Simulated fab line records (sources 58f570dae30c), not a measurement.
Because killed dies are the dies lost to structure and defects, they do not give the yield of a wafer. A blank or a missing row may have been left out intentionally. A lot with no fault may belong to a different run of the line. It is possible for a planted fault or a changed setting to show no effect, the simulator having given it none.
The tool behind it: which one? / flow berkeleyCmos170 / 21 wafers from 7 lots sampled at 2 of the route's 331 steps

## WHAT EACH GAUGE READ, for each wafer
UCB170_PWELL_THK_MEAS_06.
lot=L493; measured=day 3 04:53; on=filmMetro-01; PWELL_NITRIDE_THK (nm)=219.2 218.8 218.6
lot=L494; measured=day 3 10:24; on=filmMetro-04; PWELL_NITRIDE_THK (nm)=218.0 218.4 217.2
lot=L496; measured=day 3 21:17; on=filmMetro-02; PWELL_NITRIDE_THK (nm)=222.5 223.6 223.7
lot=L498; measured=day 4 07:56; on=filmMetro-04; PWELL_NITRIDE_THK (nm)=219.9 221.7 218.5
lot=L502; measured=day 5 06:25; on=filmMetro-04; PWELL_NITRIDE_THK (nm)=246.7 248.4 247.2 246.9 248.5 247.0
lot=L504; measured=day 5 15:37; on=filmMetro-01; PWELL_NITRIDE_THK (nm)=247.4 246.6 248.2 247.6 246.5 248.1
lot=L514; measured=day 7 20:31; on=filmMetro-02; PWELL_NITRIDE_THK (nm)=223.0 223.4 224.9

## WHICH TOOL RAN EACH LOT (tool, then ch and the chambers of the sampled wafers, then the start)
lot=L493; UCB170_PWELL_CVD_05=lpcvd-01 ch 1, day 3 02:01
lot=L494; UCB170_PWELL_CVD_05=lpcvd-02 ch 0, day 3 07:29
lot=L496; UCB170_PWELL_CVD_05=lpcvd-01 ch 0, day 3 19:22
lot=L498; UCB170_PWELL_CVD_05=lpcvd-01 ch 0, day 4 06:01
lot=L502; UCB170_PWELL_CVD_05=lpcvd-01 ch 1, day 5 03:32
lot=L504; UCB170_PWELL_CVD_05=lpcvd-01 ch 1, day 5 11:18
lot=L514; UCB170_PWELL_CVD_05=lpcvd-02 ch 1, day 7 18:36
- UCB170_PWELL_CVD_05: deposits Si3N4 from SiH2Cl2/NH3, target thk 220 nm, time 3300 s.

## THE ANSWER, worked out from the rows above alone
Rule: the lots themselves supply what counts as usual. The widest of any qualifying gaps counts: lots, ordered by their means at a reading, are off when they make up no more than a third of the lots, leave a main group of 4 or more, and stand apart from it by 3 or more times the standard deviation of that group's means. A main group is skipped when, at the precision printed for the reading in the tables above, its means are all equal. Also off: a lot with no number at a reading for which 4 or more lots have one. The other lots that the step has rows for count as sound.
Off: at UCB170_PWELL_THK_MEAS_06 (PWELL_NITRIDE_THK), L502, L504. The main group: mean 220.8 nm, standard deviation 2.4.
A tool fits if, at a process step before that reading, it ran every lot that is off, and no sound lot after the first of them. Gauges at UCB170_PWELL_THK_MEAS_06: tried the same way as those tools. One candidate fits, namely lpcvd-01 at UCB170_PWELL_CVD_05. A fault onset in the window from L498 (day 4 06:01, its last sound lot) to L502 (day 5 03:32, its first lot off) fits.

## WHAT THE SIMULATOR PUT IN
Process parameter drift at UCB170_PWELL_CVD_05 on lpcvd-01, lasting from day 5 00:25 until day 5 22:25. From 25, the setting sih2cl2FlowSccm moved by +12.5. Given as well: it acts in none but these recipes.
Struck lots among those shown: L502, L504. Same finding as the rule above.
